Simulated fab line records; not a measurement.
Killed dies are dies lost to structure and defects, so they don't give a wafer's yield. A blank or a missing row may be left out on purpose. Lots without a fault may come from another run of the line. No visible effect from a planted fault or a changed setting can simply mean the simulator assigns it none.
Which tool was responsible?    flow ritCmos    Sampling: 14 lots, 42 wafers, 2 of 202 route steps

== WHAT THE GAUGES SHOWED, per wafer ==
RIT_CONTACT_THK_MEAS_01.
lot   measured     on            CONTACT_TEOS_THK (nm)
L348  day 3 03:37  filmMetro-04  400 396 400
L349  day 3 08:06  filmMetro-04  388 393 404
L350  day 3 14:51  filmMetro-04  799 806 803 799 807 804
L351  day 3 18:43  filmMetro-04  391 395 406
L358  day 5 04:37  filmMetro-04  388 393 403
L359  day 5 11:41  filmMetro-01  806 799 804 806 800 805
L360  day 5 15:08  filmMetro-02  391 389 398
L362  day 6 00:49  filmMetro-02  399 399 407
L363  day 6 04:58  filmMetro-01  398 396 405
L364  day 6 10:02  filmMetro-01  393 396 404
L367  day 7 03:00  filmMetro-02  390 402 398
L368  day 7 09:29  filmMetro-01  398 409 410
L369  day 7 11:18  filmMetro-02  394 406 396
L370  day 7 17:30  filmMetro-04  393 400 398

== WHICH TOOL RAN EACH LOT (tool, then ch and the chambers of the sampled wafers, then the start) ==
lot   RIT_CONTACT_CVD_00
L348  pecvd-01 ch 0,2, day 3 03:34
L349  pecvd-02 ch 0,2, day 3 08:03
L350  pecvd-04 ch 0,1,2, day 3 14:34
L351  pecvd-01 ch 0,2, day 3 18:38
L358  pecvd-04 ch 0,1,2, day 5 04:34
L359  pecvd-02 ch 0,1,2, day 5 11:25
L360  pecvd-04 ch 0,1, day 5 15:05
L362  pecvd-01 ch 0,1, day 6 00:44
L363  pecvd-04 ch 0,1, day 6 04:55
L364  pecvd-02 ch 0,1,2, day 6 09:58
L367  pecvd-02 ch 0,2, day 7 02:56
L368  pecvd-01 ch 0,2, day 7 09:26
L369  pecvd-04 ch 0,1,2, day 7 11:14
L370  pecvd-02 ch 0,2, day 7 17:26
- RIT_CONTACT_CVD_00: deposits SiO2 from TEOS, target thk 400 nm, time 61 s.

== AS READ BY THE TOOLS THEMSELVES (means over the sampled wafers that have a number; for cases with no such wafer, the mark the record gives instead) ==
RIT_CONTACT_CVD_00.
lot   tool      heaterPowerW (W)
L348  pecvd-01  274
L349  pecvd-02  234
L350  pecvd-04  354
L351  pecvd-01  293
L358  pecvd-04  375
L359  pecvd-02  291
L360  pecvd-04  386
L362  pecvd-01  330
L363  pecvd-04  375
L364  pecvd-02  303
L367  pecvd-02  226
L368  pecvd-01  293
L369  pecvd-04  360
L370  pecvd-02  273

== THE ANSWER, worked out from the rows above alone ==
Rule: what is usual is taken from the lots themselves. Put in order of their means at a reading, lots are off if they are a third of the lots or fewer, leave a main group of 4 or more, and stand apart from it by a gap of 3 or more times the standard deviation of the main group's means; of several such gaps the widest counts. Not used: any main group whose means are identical at the precision the tables above print for the reading. Also off: a lot with no number at a reading for which 4 or more lots have one. Any other lot the step has rows for is counted as sound. First the gauges in route order, then the tools' own readings, where a lot's mean is used as printed above. At the first step where some lot is off, the reading lying furthest off is the one used; lots without a number count as furthest.
Off: at RIT_CONTACT_THK_MEAS_01 (CONTACT_TEOS_THK), L350, L359. For the main group the mean is 398 nm and the standard deviation 3.3.
If a tool, at a process step before that reading, ran all the lots that are off and no sound lot after the first of them, it fits. The gauges at RIT_CONTACT_THK_MEAS_01 are tried like those tools. Of those tried, none fits.

== WHAT THE SIMULATOR PUT IN ==
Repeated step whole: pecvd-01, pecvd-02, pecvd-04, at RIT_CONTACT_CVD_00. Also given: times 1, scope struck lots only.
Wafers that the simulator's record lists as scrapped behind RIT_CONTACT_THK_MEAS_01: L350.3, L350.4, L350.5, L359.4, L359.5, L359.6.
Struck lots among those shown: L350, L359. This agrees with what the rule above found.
